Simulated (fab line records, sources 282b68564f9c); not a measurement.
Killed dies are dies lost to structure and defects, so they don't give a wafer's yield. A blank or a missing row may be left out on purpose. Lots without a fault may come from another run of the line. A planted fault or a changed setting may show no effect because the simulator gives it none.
Problem report in the 8D (eight disciplines) form, filled by code | flow rit_cmos | the parts of the form that need people (team, actions taken, sign-off) are left out

1. THE PROBLEM
tube_center_temp_C at RIT_FOX2_OXIDATION_00 reads a mean of 1112 C on 6 wafers of 2 lots; wafers without a fault read 1100 C with a standard deviation of 0.1. That is +99 or more standard deviations from the usual mean.
The step: target thk 350.7 nm, ox time 1130 s.
First seen on wafer L739.3, day 3 13:15, on furnace-04. The record holds 42 wafers of 14 lots with a number at this step. Rule for "out", or "out of limits": more than 4 standard deviations from the usual mean. The other wafers with a number count as sound.

2. WHAT IT IS AND WHAT IT IS NOT
question                    | is                                                                                                | is not
which readings at this step | tube_center_temp_C, spike_tc_centre_C, spike_tc_load_C, spike_tc_source_C, tube_center_temp_C_max | -
which lots                  | L739, L743                                                                                        | L731, L732, L733, L734, L735, L736, L737, L738, L740, L747, L749, L754
which wafers of those lots  | all that have a number                                                                            | -
read on which tools         | furnace-04                                                                                        | furnace-01, furnace-03
when                        | from day 3 13:15                                                                                  | up to then (24 sound wafers); but 12 sound wafers of L740, L747, L749, L754 came after

3. SUSPECTS, AND WHAT RULES EACH OUT
Counting: a tool at a process step up to the reading stays a suspect if it ran every lot that is out and no sound lot after the first of them.
- furnace-04 at RIT_FOX2_OXIDATION_00 (target thk 350.7 nm, ox time 1130 s): kept. It ran every lot that is out, first L739 (day 3 13:15), and no sound lot after that; its last sound lot up to then is L738 (day 3 07:49). Its own readings are out on those wafers: spike_tc_centre_C, spike_tc_load_C, spike_tc_source_C, tube_center_temp_C, tube_center_temp_C_max.
Left after counting: furnace-04 at RIT_FOX2_OXIDATION_00.

4. THE CAUSE (what the simulator had put in)
Process parameter drift: furnace-04, from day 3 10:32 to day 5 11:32, at RIT_FOX2_OXIDATION_00. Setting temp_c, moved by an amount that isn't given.
Counting left only this tool.

5. THE CHAIN OF EFFECTS, in route order
Each row: a reading whose mean over the struck wafers that have a number lies more than 3 standard deviations from the usual. Only readings for which the record gives a usual standard deviation are gone through. hours: the time from each lot's start at the first step in this table that gives one to its start at this step, as a median over the lots. sigmas: the change in usual standard deviations.
hours | step                  | reading                | usual    | on struck wafers | change | sigmas
0     | RIT_FOX2_OXIDATION_00 | spike_tc_centre_C      | 1102.1 C | 1114.5           | +12.4  | +10
0     | RIT_FOX2_OXIDATION_00 | spike_tc_load_C        | 1127.1 C | 1137.9           | +10.8  | +5.2
0     | RIT_FOX2_OXIDATION_00 | spike_tc_source_C      | 1128.7 C | 1138.8           | +10.1  | +4.6
0     | RIT_FOX2_OXIDATION_00 | tube_center_temp_C     | 1100 C   | 1112             | +12    | +99 or more
0     | RIT_FOX2_OXIDATION_00 | tube_center_temp_C_max | 1102.8   | 1114.7           | +11.9  | +28
The process steps in it:
- RIT_FOX2_OXIDATION_00: target thk 350.7 nm, ox time 1130 s.
Later measuring or inspecting steps at which every struck wafer that the step has a row for has a number for every such reading, and none has moved that far: RIT_M1_RS_MEAS_01.

6. WHAT WOULD HAVE CAUGHT IT SOONER
In this record the first reading out of limits was taken at day 3 13:15, 3 hours after the fault began at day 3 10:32.
